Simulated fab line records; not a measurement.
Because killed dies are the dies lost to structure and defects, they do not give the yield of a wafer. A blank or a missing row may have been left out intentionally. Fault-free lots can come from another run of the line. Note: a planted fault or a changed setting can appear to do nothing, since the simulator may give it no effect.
A struck lot beside a sound one | flow rit_cmos | 15 out of 202 route steps
Sound: these wafers, L527.1, L527.2, L527.4. The struck wafers were L546.3, L546.4, L546.5. The cause is named last.
At each step with rows: each side's tool, then ch and its chambers, then its first start. Under that, the readings that differ: sound wafers | struck wafers | difference of the means | sigmas: that difference in standard deviations of wafers without a fault.
alike: readings with means less than 2 such deviations apart, plus words and numbers identical on both sides. not compared: withheld readings, readings lacking a value on some wafer, bounds such as >300 that could conceal the same value, and numbers that have no deviation in the record and whose values overlap.
The two part at a step that has a row with sigmas, a row that says differs or no value, or rows on one side only. Non-overlapping numbers with no deviation appear without sigmas and do not part them. Lack of a reading on every wafer of one side parts them only where that side has two or more wafers.

first, 2 steps without rows for these wafers: RIT_NSD_PEB_04; RIT_NSD_DEVELOP_05 (develop time 50 s).
RIT_NSD_OVL_MEAS_06:
  sound: overlay-02 at day 3 01:14; struck: overlay-01 at day 7 03:48
  alike: NSD_OVL
then, 2 steps without rows for these wafers: RIT_NSD_HARDBAKE_07 (time 60 s); RIT_NSD_IMPLANT_08.
RIT_NSD_STRIP_09: strips in O2, time 180 s.
  sound on plasma_asher-02 ch 0,1, day 3 01:34; struck on plasma_asher-02 ch 0,1, day 7 04:11
  alike: drypump_motor_current_A, o2_flow_sccm
  not compared: rf_hours_counter_h
RIT_NSD_TW_MEAS_10:
  sound: film_metro-01 at day 3 01:44; struck: film_metro-01 at day 7 04:19
  alike: NSD_TW
then, 5 steps without rows for these wafers: RIT_PSD_HMDS_00 (prime time 60 s); RIT_PSD_COAT_01 (resist thk 1000 nm); RIT_PSD_SOFTBAKE_02 (time 60 s); RIT_PSD_EXPOSE_03 (exposes mask M10, target cd 40900 nm); RIT_PSD_PEB_04.
RIT_PSD_DEVELOP_05: develop time 50 s.
  sound on litho_track-02 ch 0, day 3 02:00; struck on litho_track-02 ch 0, day 7 05:00
  reading              | sound             | struck            | difference | sigmas
  developer_temp_C (C) | 22.90 22.99 22.99 | 22.16 22.02 22.33 | -0.79      | -7
RIT_PSD_OVL_MEAS_06:
  sound: overlay-02 at day 3 02:39; struck: overlay-01 at day 7 05:13
  alike: PSD_OVL
RIT_M1_PROBE_99:
  sound: prober-01 at day 3 10:54; struck: prober-02 at day 7 14:05
  alike: killed_at_M0_to_M3, killed_at_contacts, killed_at_front_end, killed_dies, killed_open, killed_short

== WHERE THEY PART ==
RIT_PSD_DEVELOP_05 only, going by this record. Later steps at which nothing parts them and some readings are alike: RIT_PSD_OVL_MEAS_06, RIT_M1_PROBE_99.

WHY: the cause the simulator had injected
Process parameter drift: litho_track-02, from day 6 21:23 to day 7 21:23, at RIT_PSD_DEVELOP_05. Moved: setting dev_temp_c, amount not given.
